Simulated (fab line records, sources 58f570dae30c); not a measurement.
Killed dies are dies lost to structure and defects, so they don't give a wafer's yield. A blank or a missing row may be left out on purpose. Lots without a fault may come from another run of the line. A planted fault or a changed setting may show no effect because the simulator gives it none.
A struck lot beside a sound one | flow berkeley_cmos170 | 16 steps out of a route of 331
Sound: wafers L779.4, L779.5, L779.6. Struck: wafers L796.2, L796.4, L796.5. The cause comes at the end.
At each step with rows: each side's tool, then ch and its chambers, then its first start. Under that, the readings that differ: sound wafers | struck wafers | difference of the means | sigmas: that difference in standard deviations of wafers without a fault.
alike: readings whose means differ by less than 2 such deviations, and words and numbers that are the same on both sides. not compared: withheld readings, readings that some wafer has no value for, bounds like >300 that may hide the same value, and numbers for which the record gives no deviation and whose values overlap.
The two part at a step that has a row with sigmas, a row that says differs or no value, or rows on one side only. Numbers that don't overlap but have no deviation are shown without sigmas and don't part them. A reading that every wafer of one side lacks parts them only if that side has two wafers or more.

UCB170_M1_SPUTTER_00: material Al, target thk 600 nm, time 80 s.
  sound on pvd_sputter-01, day 8 20:07; struck on pvd_sputter-04, day 12 08:55
  alike: throttle_valve_pct
UCB170_M1_RS_MEAS_01: measures by four-point-probe.
  sound on film_metro-02, day 8 20:14; struck on film_metro-04, day 12 08:59
  alike: M1_AL_RS
UCB170_M1_THK_MEAS_02: measures by xrf.
  sound on film_metro-02, day 8 20:19; struck on film_metro-04, day 12 09:06
  alike: M1_AL_THK
then, 6 steps without rows for these wafers: UCB170_M1_COAT_03; UCB170_M1_COAT_04 (resist thk 900 nm); UCB170_M1_SOFTBAKE_05 (time 60 s); UCB170_M1_EXPOSE_06 (exposes mask METAL1, target cd 700 nm); UCB170_M1_PEB_07; UCB170_M1_DEVELOP_08 (develop time 45 s).
UCB170_M1_CD_MEAS_09: target cd 700 nm.
  sound on cd_sem-01, day 8 21:46; struck on cd_sem-01, day 12 10:08
  alike: cd_nm
UCB170_M1_OVL_MEAS_10:
  sound on overlay-01, day 8 21:50; struck on overlay-02, day 12 10:14
  alike: M1_OVL
UCB170_M1_ETCH_11: etches BARC in N2/H2.
  sound on rie_diel-02 ch 1,2,3, day 8 21:52; struck on rie_diel-02 ch 0,1,2, day 12 10:16
  alike: bias_w, drypump_motor_current_A, oes_product_au, throttle_valve_pct
UCB170_M1_METAL_ETCH_12: etches Al in Cl2/BCl3, stops on PSG, target depth 780 nm, time 130 s.
  sound on rie_metal-02 ch 0,1, day 8 21:57; struck on rie_metal-04 ch 0,1, day 12 10:19
  reading                                 | sound             | struck            | difference | sigmas
  model.KrF_of_M1_COAT_04.thk_nm (nm)     | 453.3 450.1 424.7 | 237.1 305.7 304.6 | -160.2     |
  model.PSG_of_CONTACT_CVD_01.thk_nm (nm) | 671.6 668.7 661.1 | 641.2 650.5 645.7 | -21.3      |
  alike: bias_w, drypump_motor_current_A, oes_product_au, throttle_valve_pct
  not compared: rf_hours_counter_h, model.M1.feature_depth_nm
UCB170_M1_STRIP_13: strips in O2.
  sound on plasma_asher-04 ch 0,1, day 8 22:04; struck on plasma_asher-01 ch 1, day 12 10:27
  reading                     | sound             | struck            | difference | sigmas
  drypump_motor_current_A (A) | 4.8 4.8 6.3       | 6.3 6.3 6.3       | +1.0       | +2
  oes_product_au (a.u.)       | 0.721 0.729 0.732 | 0.570 0.635 0.636 | -0.114     | -26
  not compared: rf_hours_counter_h
UCB170_M1_CD_MEAS_90: target cd 700 nm.
  sound on cd_sem-01, day 8 22:12; struck on cd_sem-01, day 12 10:58
  reading    | sound             | struck            | difference | sigmas
  cd_nm (nm) | 704.0 703.9 700.5 | 687.9 692.0 690.1 | -12.8      | -4
  not compared: hold
UCB170_M3_PROBE_99:
  the record has rows for the sound wafers here (prober-02, day 9 13:20) and none for the struck ones

WHERE THEY PART
First at UCB170_M1_STRIP_13; last, within this record, at UCB170_M3_PROBE_99.

WHY: what the simulator had put in
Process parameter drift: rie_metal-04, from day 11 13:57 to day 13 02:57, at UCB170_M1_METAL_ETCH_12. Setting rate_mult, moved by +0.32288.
